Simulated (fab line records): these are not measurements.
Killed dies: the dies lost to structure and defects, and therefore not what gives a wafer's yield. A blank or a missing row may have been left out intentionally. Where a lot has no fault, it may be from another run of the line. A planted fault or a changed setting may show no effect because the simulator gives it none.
Lot-split experiment ; flow ritCmos ; 5 lots, 23 wafers read, on a route of 202 steps

SPLIT DETAILS
At RIT_PWELL_IMPLANT_08, the setting doseCm2 was moved away from the recipe's 7e+13 on 10 of the 23 wafers read, by -2.9% to +7.2%. The other wafers ran this setting at the recipe's value.

FROM THE SPLIT TO THE READING: what the file shows between them, 4 steps
- RIT_PWELL_STRIP_09: strips in O2, time 180 s
- RIT_PWELL_TW_MEAS_10
- RIT_WELLDRIVE_ANNEAL_00: time 14700 s
- RIT_WELLDRIVE_RS_MEAS_01: measures by four-point-probe

THE READING
PWELL_RS in ohm/sq, measured at RIT_WELLDRIVE_RS_MEAS_02 by four-point-probe. On this fab line, fault-free wafers typically give 430.1 ohm/sq with a standard deviation of 1 ohm/sq.

wafer;tool, chamber at the split;doseCm2 as run;against the recipe;PWELL_RS, ohm/sq;against lot-mates on the recipe
L075.1;implanter-01, 0;7.503e+13;+7.2%;411.1;-17.8
L075.2;implanter-01, 0;7.503e+13;+7.2%;411.7;-17.2
L075.4;implanter-01, 0;7.503e+13;+7.2%;410.9;-18.1
L075.5;implanter-01, 0;7e+13;recipe;428.9;-
L075.6;implanter-01, 0;7e+13;recipe;429.0;-
L078.2;implanter-03, 0;7e+13;recipe;429.0;-
L078.4;implanter-03, 0;7e+13;recipe;430.4;-
L078.5;implanter-03, 0;7e+13;recipe;429.7;-
L079.1;implanter-03, 0;7e+13;recipe;430.8;-
L079.2;implanter-03, 0;6.798e+13;-2.9%;439.7;+8.9
L079.3;implanter-03, 0;6.798e+13;-2.9%;440.3;+9.6
L079.4;implanter-03, 0;6.798e+13;-2.9%;438.7;+7.9
L079.5;implanter-03, 0;7e+13;recipe;430.7;-
L080.1;implanter-03, 0;7.502e+13;+7.2%;410.8;-20.3
L080.2;implanter-03, 0;7e+13;recipe;432.0;-
L080.3;implanter-03, 0;7e+13;recipe;431.2;-
L080.5;implanter-03, 0;7.502e+13;+7.2%;411.7;-19.4
L080.6;implanter-03, 0;7e+13;recipe;430.2;-
L082.1;implanter-01, 0;7e+13;recipe;430.4;-
L082.2;implanter-01, 0;7e+13;recipe;429.4;-
L082.3;implanter-01, 0;7.322e+13;+4.6%;418.5;-11.5
L082.4;implanter-01, 0;7.322e+13;+4.6%;417.4;-12.6
L082.6;implanter-01, 0;7e+13;recipe;430.3;-

THE FIT
A straight line over all 23 wafers: PWELL_RS changes by -2.73 ohm/sq for each +1% of doseCm2; r = -1.00; the points scatter about the line by 0.96 ohm/sq.
The same after taking each lot's own level away (the mean of its wafers on the recipe; 23 wafers): -2.66 ohm/sq for each +1%; r = -1.00; scatter 0.85 ohm/sq.
That fit puts the effect of the largest move of doseCm2 on the reading at 19 ohm/sq.
From 428.95 to 431.13 ohm/sq: that is the span of the lots' own levels, equal to 2.2 times the standard deviation above.
So the lot-to-lot level changes the slope little: the two slopes agree.
Check: -19 ohm/sq against its lot-mates is what the line predicts for one of the wafers moved furthest among these (+7.2%) when that wafer is left out of the fit. Against them it came out at -17.8 ohm/sq.

THESE WAFERS: OTHER SPLITS
Note: prior to the reading, these wafers also went through further splits. Each is held against what the fit with the lots' levels taken away leaves over:
other split on the same wafers;wafers away from the commonest value;r with PWELL_RS (lot level and that fit taken away)
RIT_ACTIVE_SOFTBAKE_07 tempC;5;-0.30
RIT_NWELL_IMPLANT_08 doseCm2;10;+0.16

THE WHOLE CHAIN: every reading that the file lists as answering this split, in the file's order
step;what it does;reading;change (the file's fit);r (the file's)
RIT_PWELL_TW_MEAS_10;;PWELL_TW;+3.26 for each +1% of the setting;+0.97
RIT_WELLDRIVE_RS_MEAS_02;measures by four-point-probe;PWELL_RS;-2.65 for each +1% of the setting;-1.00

FILE'S OWN FIT
PWELL_RS changes by -2.65 ohm/sq for each +1% of doseCm2, r = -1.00.
